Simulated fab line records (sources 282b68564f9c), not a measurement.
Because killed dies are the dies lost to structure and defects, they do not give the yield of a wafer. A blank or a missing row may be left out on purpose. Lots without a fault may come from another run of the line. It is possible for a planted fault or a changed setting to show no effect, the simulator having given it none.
A single fault, viewed from 2 desks    flow rit cmos    each desk holds nothing but its own numbers, with what lay behind them at the end

FROM THE METROLOGY DESK
Means of the sampled wafers that have a number, per lot and without regard to the tool the lot ran on: this is what the gauges read. Any lot whose mean is over 4 standard deviations away from the usual mean is out of limits and marked OUT; that distance is given in the brackets.
Columns: A = ACTIVE_NITRIDE_THK at RIT_ACTIVE_THK_MEAS_04, usual 149.5 nm; B = FOX1_OXIDE_THK at RIT_FOX1_THK_MEAS_01, usual 351 nm; C = cd nm at RIT_GATE_CD_MEAS_90, usual 151 nm; D = NSD_TW at RIT_NSD_TW_MEAS_10, usual 3121; E = NSD_RS at RIT_SDANNEAL_RS_MEAS_05, usual 84.4 ohm/sq
lot   first seen here  A      B    C    D               E
L636  day 1 14:31      148.0  361  146  3136            84.3
L637  day 1 21:46      149.7  355  155  3122            84.8
L638  day 2 02:51      150.7  349  150  2850 (-11) OUT  87.7 (+11) OUT
L639  day 2 06:30      151.5  355  150  3094            84.5
L640  day 2 12:23      148.8  350  153  2853 (-11) OUT  87.6 (+10) OUT
L642  day 2 21:46      149.7  354  154  3147            84.1
L650  day 4 12:34      147.6  341  148  3153            84.1
L651  day 4 16:32      149.1  349  157  3151            84.8
L652  day 4 21:32      149.1  346  151  3110            84.5
L654  day 5 08:23      150.7  343  151  3104            84.1
L655  day 5 13:36      147.8  354  148  3114            84.6
L657  day 6 01:55      148.8  357  148  3136            84.4
L658  day 6 04:06      148.9  360  148  3131            84.3
L659  day 6 09:37      149.8  349  147  3114            85.0
This desk finds L638, L640 out of limits, with the earliest case on L638 at day 3 23:41 (NSD_TW at RIT_NSD_TW_MEAS_10). L636, L637, L639, L642, L650, L651, L652, L654, L655, L657, L658, L659 stayed within limits.

TOOL OWNER'S DESK, implanter-02
The tool's own readings at RIT_NSD_IMPLANT_08: means of the sampled wafers that have a number, for each lot that ran on this tool. Any lot whose mean is over 4 standard deviations away from the usual mean is out of limits and marked OUT; that distance is given in the brackets.
Columns: A = beam energy keV at RIT_NSD_IMPLANT_08, usual 24.999
lot   first seen here  A
L636  day 3 11:43      24.994
L637  day 3 18:09      24.991
L638  day 3 23:21      17.502 (-99 or more) OUT
L640  day 4 02:50      17.507 (-99 or more) OUT
This desk's finding: out of limits on L638, L640; first on L638, day 3 23:21 (beam energy keV at RIT_NSD_IMPLANT_08). L636, L637 stayed within limits.

PUT TOGETHER
On L638, L640, at day 3 23:21, an alarm was possible from the tool owner's desk.
An alarm was possible from the metrology desk at day 3 23:41, on L638, L640.
All the named lots went through RIT_NSD_IMPLANT_08 on implanter-02.

WHAT HAD BEEN PUT IN BY THE SIMULATOR
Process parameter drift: implanter-02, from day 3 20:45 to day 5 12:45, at RIT_NSD_IMPLANT_08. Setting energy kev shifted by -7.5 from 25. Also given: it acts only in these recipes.
Struck lots among those shown: L638, L640.
Time in hours from fault onset to the first out-of-limits reading at each desk: tool owner's desk 3, metrology desk 3.
